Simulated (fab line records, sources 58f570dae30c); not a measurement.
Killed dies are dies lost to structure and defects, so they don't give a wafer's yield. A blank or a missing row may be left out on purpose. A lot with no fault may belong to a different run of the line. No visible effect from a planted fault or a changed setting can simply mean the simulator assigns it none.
A struck lot beside a sound one    flow berkeleyCmos170    37 out of 331 route steps
Sound: wafers L130.1, L130.5, L130.6. Struck: wafers L131.1, L131.4. (L131.3 of the same lot was not struck and is left out.) The cause comes at the end.
At each step with rows: each side's tool, then ch and its chambers, then its first start. Under that, the readings that differ: sound wafers    struck wafers    difference of the means    sigmas: that difference in standard deviations of wafers without a fault.
alike: readings with means less than 2 such deviations apart, plus words and numbers identical on both sides. not compared: withheld readings, readings lacking a value on some wafer, bounds such as >300 that could conceal the same value, and numbers that have no deviation in the record and whose values overlap.
A row with sigmas, a row that says differs or no value, or rows on one side alone: a step with any of these is where the two part. Numbers that don't overlap but have no deviation are shown without sigmas and don't part them. Lack of a reading on every wafer of one side parts them only where that side has two or more wafers.

UCB170_V2_BOW_MEAS_03:
  sound on filmMetro-02 at day 9 15:46; struck on filmMetro-01 at day 10 08:29
  alike: V2_BOW
UCB170_V2_THK_MEAS_04:
  sound on filmMetro-02 at day 9 15:53; struck on filmMetro-01 at day 10 08:36
  alike: V2_POLISHED_THK
then, 7 steps without rows for these wafers: UCB170_V2_CLEAN_05 (cleans in DIW); UCB170_V2_HMDS_06 (prime time 60 s); UCB170_V2_COAT_07 (resist thk 900 nm); UCB170_V2_SOFTBAKE_08 (time 60 s); UCB170_V2_EXPOSE_09 (exposes mask VIA2, target cd 700 nm); UCB170_V2_PEB_10; UCB170_V2_DEVELOP_11 (develop time 45 s).
UCB170_V2_CD_MEAS_12: the cd target is 700 nm.
  sound on cdSem-02 at day 9 17:07; struck on cdSem-01 at day 10 09:47
  alike: cdNm
UCB170_V2_OVL_MEAS_13:
  sound on overlay-02 at day 9 17:14; struck on overlay-02 at day 10 09:54
  alike: V2_OVL
UCB170_V2_ETCH_14: etches SiO2 in CHF3/CF4/Ar, stops on Al, target depth 1250 nm, time 291 s.
  sound on rieDiel-03 ch 2,3, day 9 17:16; struck on rieDiel-03 ch 1,3, day 10 09:56
  alike: chamberPressureMTorr, drypumpMotorCurrentA, oesProductAu, throttleValvePct
  not compared: rfHoursCounterH
UCB170_V2_STRIP_15: strips in O2.
  sound on plasmaAsher-04 ch 0,1, day 9 17:27; struck on plasmaAsher-04 ch 1, day 10 10:07
reading                   sound              struck       difference  sigmas
stripTimeToEndpointS (s)  15.74 15.71 15.31  15.32 15.31  -0.27       -2
  alike: chamberPressureMTorr, drypumpMotorCurrentA, oesProductAu
  not compared: rfHoursCounterH
UCB170_V2_CD_MEAS_90: the cd target is 700 nm.
  sound on cdSem-02 at day 9 17:33; struck on cdSem-02 at day 10 10:13
  alike: cdNm
then, 1 step without rows for these wafers: UCB170_M3_PRE_CLEAN_00 (preclean etch time 60 s).
UCB170_M3_SPUTTER_01: material Al, target thk 900 nm, time 120 s.
  sound on pvdSputter-04 at day 9 17:44; struck on pvdSputter-02 at day 10 10:24
  alike: throttleValvePct
UCB170_M3_RS_MEAS_02: measurement is done with a four-point probe.
  sound on filmMetro-01 at day 9 17:49; struck on filmMetro-04 at day 10 10:29
  alike: M3_AL_RS
UCB170_M3_THK_MEAS_03: measures by xrf.
  sound on filmMetro-01 at day 9 17:56; struck on filmMetro-04 at day 10 10:36
  alike: M3_AL_THK
then, 11 steps without rows for these wafers: UCB170_M3_HMDS_04 (prime time 60 s); UCB170_M3_COAT_05 (resist thk 900 nm); UCB170_M3_SOFTBAKE_06 (time 60 s); UCB170_M3_STRIP_07 (strips in O2); UCB170_M3_STRIP_08 (strips KrF in DMSO, time 600 s); UCB170_M3_COAT_09; UCB170_M3_COAT_10 (resist thk 900 nm); UCB170_M3_SOFTBAKE_11 (time 60 s); UCB170_M3_EXPOSE_12 (exposes mask METAL3, target cd 700 nm); UCB170_M3_PEB_13; UCB170_M3_DEVELOP_14 (develop time 45 s).
UCB170_M3_CD_MEAS_15: the cd target is 700 nm.
  sound on cdSem-01 at day 9 21:34; struck on cdSem-01 at day 10 12:14
  alike: cdNm
UCB170_M3_OVL_MEAS_16:
  sound on overlay-02 at day 9 21:41; struck on overlay-01 at day 10 12:21
reading      sound       struck  difference  sigmas
M3_OVL (nm)  -11 -12 -2  3 10    +15         +3
UCB170_M3_ETCH_17: etches BARC in N2/H2.
  sound on rieDiel-03 ch 0,3, day 9 21:43; struck on rieDiel-02 ch 1,2, day 10 12:23
  alike: chamberPressureMTorr, drypumpMotorCurrentA, oesProductAu, throttleValvePct
UCB170_M3_METAL_ETCH_18: etches Al in Cl2/BCl3, stops on SiO2, target depth 1170 nm, time 203.7 s.
  sound on rieMetal-01 ch 0,1, day 9 21:46; struck on rieMetal-04 ch 0,1, day 10 12:26
  alike: chamberPressureMTorr, drypumpMotorCurrentA, oesProductAu, throttleValvePct
  not compared: rfHoursCounterH
UCB170_M3_STRIP_19: strips in O2.
  sound on plasmaAsher-03 ch 0,1, day 9 21:57; struck on plasmaAsher-02 ch 0, day 10 12:37
  alike: chamberPressureMTorr, drypumpMotorCurrentA, oesProductAu
  not compared: rfHoursCounterH
UCB170_M3_CD_MEAS_90: the cd target is 700 nm.
  sound on cdSem-01 at day 9 22:03; struck on cdSem-02 at day 10 12:43
  alike: cdNm
UCB170_M3_BOW_MEAS_20:
  sound on filmMetro-04 at day 9 22:10; struck on filmMetro-01 at day 10 12:50
  alike: M3_BOW
UCB170_M3_PROBE_99:
  sound on prober-01 at day 9 22:17; struck on prober-02 at day 10 12:58
  no value came back on the struck wafers for model.etest.tester.sortNPass, model.etest.tester.sortYieldPct (%), model.etest.tester.sort_bin_5_pct (%), model.etest.tester.sort_bin_6_pct (%); on the sound wafers model.etest.tester.sortNPass reads 256 263 256
reading  sound  struck                                           difference                    sigmas
hold     - - -  awaitDispo/3.3h/release awaitDispo/3.3h/release  no value on the sound wafers  

== WHERE THEY PART ==
First at UCB170_V2_STRIP_15; last, within this record, at UCB170_M3_PROBE_99.

WHY: what the simulator had put in
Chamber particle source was plasmaAsher-04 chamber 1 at UCB170_V2_STRIP_15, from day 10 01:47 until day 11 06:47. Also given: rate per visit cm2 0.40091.
